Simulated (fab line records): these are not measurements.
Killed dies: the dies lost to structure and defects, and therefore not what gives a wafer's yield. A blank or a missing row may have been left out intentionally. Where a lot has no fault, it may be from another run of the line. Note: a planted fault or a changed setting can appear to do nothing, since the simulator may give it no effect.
8D (eight disciplines) problem report, filled in by code :: flow rit-cmos :: the parts of the form that need people (team, actions taken, sign-off) are left out

== 1. THE PROBLEM ==
developer-temp-C at RIT_PRETRO_DEVELOP_05 reads a mean of 24.02 C on 6 wafers of 2 lots; wafers without a fault read 22.99 C with a standard deviation of 0.1. Measured from the usual mean, that is +10 standard deviations.
The step: develop time 68 s.
First observed at day 4 15:00: wafer L207.4, on litho-track-02. Wafers with a number at this step in the record: 42, from 14 lots. The rule behind "out" and "out of limits": a value lying over 4 standard deviations away from the usual mean. All remaining wafers that have a number are taken as sound.

== 2. WHAT IT IS, AND WHAT IT ISN'T ==
question: which readings at this step
is: developer-temp-C
is not: -

question: which lots
is: L207, L210
is not: L196, L197, L199, L200, L201, L202, L204, L205, L209, L215, L217, L218

question: which wafers of those lots
is: all that have a number
is not: -

question: read on which tools
is: litho-track-02
is not: litho-track-01, litho-track-03

question: when
is: from day 4 15:00
is not: up to then (24 sound wafers); but 12 sound wafers of L209, L215, L217, L218 came after

== 3. THE SUSPECTS, EACH WITH WHAT RULES IT OUT ==
Counting: any tool at a process step up to the reading is kept as a suspect provided that every lot that is out went through it and no sound lot did after the first of them.
- litho-track-02 at RIT_PRETRO_DEVELOP_05 (develop time 68 s): kept. It processed each lot that is out, first L207 at day 4 15:00, and no sound lot thereafter; up to then, the last sound lot it processed was L205 at day 4 04:00. Its own readings are out on those wafers: developer-temp-C.
Left after counting: litho-track-02 at RIT_PRETRO_DEVELOP_05.

== 4. THE CAUSE (what the simulator had put in) ==
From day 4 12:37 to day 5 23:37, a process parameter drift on litho-track-02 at RIT_PRETRO_DEVELOP_05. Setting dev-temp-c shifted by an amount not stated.
Counting left only this tool.

== 5. THE EFFECT CHAIN, in route order ==
Each row: a reading where the mean over the struck wafers with a number is more than 3 standard deviations away from the usual. Only readings whose record carries a usual standard deviation are examined. hours: median over the lots of the time between each lot's start at the first step of this table that gives one and its start at this step. sigmas: the change, counted in usual standard deviations.
hours: 0
step: RIT_PRETRO_DEVELOP_05
reading: developer-temp-C
usual: 22.99 C
on struck wafers: 24.02
change: +1.03
sigmas: +10
The process steps in it:
- RIT_PRETRO_DEVELOP_05: develop time 68 s.
Later steps that measure or inspect, where all struck wafers having a row at the step show a number for every such reading and not one has moved that far: RIT_M1_BOW_MEAS_16.

== 6. HOW IT WOULD HAVE BEEN CAUGHT EARLIER ==
The fault began at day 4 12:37; the first out-of-limits reading in this record came at day 4 15:00, 2 hours later.
